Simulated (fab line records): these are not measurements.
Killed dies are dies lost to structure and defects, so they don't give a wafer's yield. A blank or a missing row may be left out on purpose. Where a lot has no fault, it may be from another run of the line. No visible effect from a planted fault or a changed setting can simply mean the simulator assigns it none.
Comparing a struck lot with a sound one ; flow rit cmos ; 33 out of 202 route steps
Sound: these wafers, L638.1, L638.4, L638.6. The struck wafers were L627.2, L627.5, L627.6. The cause is named last.
Order at every step that has rows: each side's tool, ch and its chambers, its first start. Under that, the readings that differ: sound wafers ; struck wafers ; difference of the means ; sigmas: that difference in standard deviations of wafers without a fault.
alike: readings with means less than 2 such deviations apart, plus words and numbers identical on both sides. not compared: withheld readings, readings lacking a value on some wafer, bounds such as >300 that could conceal the same value, and numbers that have no deviation in the record and whose values overlap.
Wherever a step has rows on one side only, a row that says differs or no value, or a row with sigmas, the two part there. Numbers that don't overlap but have no deviation are shown without sigmas and don't part them. A reading missing from all wafers of one side parts the sides only when that side holds two or more wafers.

RIT_ACTIVE_BOW_MEAS_00:
  sound on film metro-02, day 5 14:00; struck on film metro-04, day 3 07:01
  alike: INCOMING_BOW
RIT_ACTIVE_OXIDATION_01: target thk 46.8 nm, ox time 3360 s.
  sound on furnace-03 ch 0, day 5 16:41; struck on furnace-04 ch 0, day 3 08:07
reading;sound;struck;difference;sigmas
model.SiO2_of_ACTIVE_OXIDATION_01.thk nm (nm);48.03 47.06 46.76;36.24 36.04 36.39;-11.06;
RIT_ACTIVE_THK_MEAS_02:
  sound on film metro-02, day 5 18:37; struck on film metro-03, day 3 10:17
reading;sound;struck;difference;sigmas
ACTIVE_OXIDE_THK (nm);48.1 47.1 46.7;36.2 36.0 36.4;-11.1;-13
  not compared: hold
RIT_ACTIVE_THK_MEAS_04:
  sound on film metro-02, day 5 20:05; struck on film metro-02, day 3 14:32
  alike: ACTIVE_NITRIDE_THK
then, 6 steps without rows for these wafers: RIT_ACTIVE_HMDS_05 (prime time 60 s); RIT_ACTIVE_COAT_06 (resist thk 1000 nm); RIT_ACTIVE_SOFTBAKE_07 (time 60 s); RIT_ACTIVE_EXPOSE_08 (exposes mask M1, target cd 1400 nm); RIT_ACTIVE_PEB_09; RIT_ACTIVE_DEVELOP_10 (develop time 50 s).
RIT_ACTIVE_CD_MEAS_11: the cd target is 1400 nm.
  sound on cd sem-02, day 5 21:08; struck on cd sem-01, day 3 15:41
  alike: cd nm
then, 1 step without rows for these wafers: RIT_ACTIVE_HARDBAKE_12 (time 60 s).
RIT_ACTIVE_ETCH_13: etches Si3N4 in SF6, stops on SiO2, time 210 s, target depth 210 nm.
  sound on rie diel-04 ch 0,1,3, day 5 21:24; struck on rie diel-02 ch 0,1,3, day 3 16:05
  alike: drypump motor current A, oes product au, rf fwd power W, throttle valve pct
  not compared: rf hours counter h
RIT_ACTIVE_STRIP_14: strips in O2, time 180 s.
  sound on plasma asher-03 ch 0,1, day 5 21:32; struck on plasma asher-01 ch 0,1, day 3 16:13
  alike: drypump motor current A, rf refl power W
  not compared: rf hours counter h
RIT_ACTIVE_CD_MEAS_90: the cd target is 1400 nm.
  sound on cd sem-01, day 5 21:43; struck on cd sem-01, day 3 16:25
  alike: cd nm
then, 4 steps without rows for these wafers: RIT_ACTIVE_CLEAN_15 (cleans in SC1, time 575.9 s); RIT_ACTIVE_CLEAN_16 (cleans in dHF, time 30 s); RIT_ACTIVE_CLEAN_17 (cleans in SC2, time 600 s); RIT_FOX1_OXIDATION_00 (target thk 350.7 nm, ox time 1130 s).
RIT_FOX1_THK_MEAS_01:
  sound on film metro-02, day 5 23:34; struck on film metro-03, day 3 18:48
  alike: FOX1_OXIDE_THK
then, 2 steps without rows for these wafers: RIT_FOX1_WET_ETCH_02 (etches SiO2 in BOE, target depth 350 nm, time 390 s); RIT_FOX2_OXIDATION_00 (target thk 350.7 nm, ox time 1130 s).
RIT_FOX2_THK_MEAS_01:
  sound wafers here have rows in the record (film metro-04, day 6 01:04); struck ones have none
then, 1 step without rows for these wafers: RIT_FOX2_CLEAN_02 (cleans in dHF, time 180 s).
RIT_FOX2_WET_ETCH_03: etches Si3N4 in H3PO4, target depth 195 nm, time 2700 s.
  the record has rows for the sound wafers here (wet bench-04 ch 3, day 6 01:11) and none for the struck ones
RIT_FOX2_THK_MEAS_90:
  sound wafers here have rows in the record (film metro-03, day 6 02:01); struck ones have none
then, 4 steps without rows for these wafers: RIT_NWELL_HMDS_00 (prime time 60 s); RIT_NWELL_COAT_01 (resist thk 1300 nm); RIT_NWELL_SOFTBAKE_02 (time 60 s); RIT_NWELL_EXPOSE_03 (exposes mask M2, target cd 43900 nm).
RIT_REOX_OXIDATION_03: target thk 25.2 nm, ox time 5580 s.
  the record has rows for the sound wafers here (furnace-01 ch 0, day 6 23:24) and none for the struck ones
RIT_SPACER_CLEAN_00: cleans in SC1, time 600 s.
  the record has rows for the sound wafers here (wet bench-01 ch 0, day 7 05:25) and none for the struck ones
RIT_M1_PROBE_99:
  sound wafers here have rows in the record (prober-01, day 7 19:16); struck ones have none

## WHERE THEY PART
Last at RIT_M1_PROBE_99 as far as this record goes, first at RIT_ACTIVE_THK_MEAS_02.

WHY: what the simulator had put in
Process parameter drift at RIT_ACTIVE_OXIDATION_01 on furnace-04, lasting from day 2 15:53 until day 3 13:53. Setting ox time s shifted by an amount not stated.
